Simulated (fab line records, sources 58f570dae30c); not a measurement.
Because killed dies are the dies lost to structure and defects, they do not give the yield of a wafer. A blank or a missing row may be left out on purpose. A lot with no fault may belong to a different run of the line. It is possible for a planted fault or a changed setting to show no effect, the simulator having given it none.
2 desks, one fault :: flow berkeley cmos170 :: only its own numbers are on each desk; what lay behind them is given at the end

== FROM THE METROLOGY DESK ==
Lot by lot, what the gauges showed, no matter which tool ran the lot: averages of those sampled wafers that carry a number. A lot is out of limits, marked OUT, if its mean lies more than 4 standard deviations from the usual mean; the brackets give that distance.
Columns: A = NSD_TW at UCB170_NSD_TW_MEAS_10, usual 4197; B = NSD_RS at UCB170_SDANNEAL_RS_MEAS_03, usual 37.26 ohm/sq
lot: L381
first seen here: day 7 16:16
A: 4233
B: 37.20

lot: L377
first seen here: day 7 16:32
A: 4239
B: 37.21

lot: L378
first seen here: day 7 16:52
A: 4178
B: 37.32

lot: L380
first seen here: day 7 17:13
A: 4223
B: 37.19

lot: L379
first seen here: day 7 17:57
A: 4177
B: 37.31

lot: L383
first seen here: day 8 20:19
A: 3914 (-7.9) OUT
B: 52.95 (+99 or more) OUT

lot: L385
first seen here: day 9 04:45
A: 3892 (-8.5) OUT
B: 52.50 (+99 or more) OUT

lot: L391
first seen here: day 10 05:53
A: 4230
B: 37.20

lot: L392
first seen here: day 10 05:53
A: 4190
B: 37.36

lot: L393
first seen here: day 10 12:07
A: 4150
B: 37.36

lot: L394
first seen here: day 11 05:16
A: 4225
B: 37.20

lot: L398
first seen here: day 11 16:48
A: 4209
B: 37.28

lot: L400
first seen here: day 12 06:44
A: 4195
B: 37.21

lot: L399
first seen here: day 12 07:06
A: 4149
B: 37.34
This desk reports L383, L385 out of limits; the earliest was L383 at day 8 20:19 (NSD_TW at UCB170_NSD_TW_MEAS_10). Within limits: L381, L377, L378, L380, L379, L391, L392, L393, L394, L398, L400, L399.

== TOOL OWNER'S DESK, implanter-04 ==
The tool's own readings at UCB170_NSD_IMPLANT_08, given as means over the sampled wafers that have a number, one for each lot that went through this tool. A lot is out of limits, marked OUT, if its mean lies more than 4 standard deviations from the usual mean; the brackets give that distance.
Columns: A = dose ions cm2 at UCB170_NSD_IMPLANT_08, usual 3.0004e+15; B = end station pressure torr at UCB170_NSD_IMPLANT_08, usual 1.26e-05 Torr; C = faraday current uA at UCB170_NSD_IMPLANT_08, usual 9245
lot: L381
first seen here: day 7 16:02
A: 3.0016e+15
B: 1.26e-05
C: 9339

lot: L380
first seen here: day 7 16:58
A: 3.0039e+15
B: 1.26e-05
C: 9361

lot: L383
first seen here: day 8 20:05
A: 1.6906e+15 (-99 or more) OUT
B: 9.03e-06 (-5.2) OUT
C: 5333 (-21) OUT

lot: L385
first seen here: day 9 04:30
A: 1.6918e+15 (-99 or more) OUT
B: 9.17e-06 (-5.0) OUT
C: 5166 (-21) OUT
This desk's verdict: out of limits on L383, L385, starting with L383 at day 8 20:05 (dose ions cm2 at UCB170_NSD_IMPLANT_08). Within limits: L381, L380.

== ALL TOGETHER ==
At day 8 20:05, on L383, L385, the tool owner's desk was in a position to raise an alarm.
Metrology desk: alarm possible at day 8 20:19 on L383, L385.
UCB170_NSD_IMPLANT_08 was run on implanter-04 by each of the lots named.

== WHAT WAS PUT IN BY THE SIMULATOR ==
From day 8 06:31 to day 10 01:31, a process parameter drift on implanter-04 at UCB170_NSD_IMPLANT_08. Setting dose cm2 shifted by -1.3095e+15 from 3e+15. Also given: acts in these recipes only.
Lots struck among those shown: L383, L385.
Delay (hours) between the fault's onset and each desk's first out-of-limits reading: 14 at the tool owner's desk, 14 at the metrology desk.
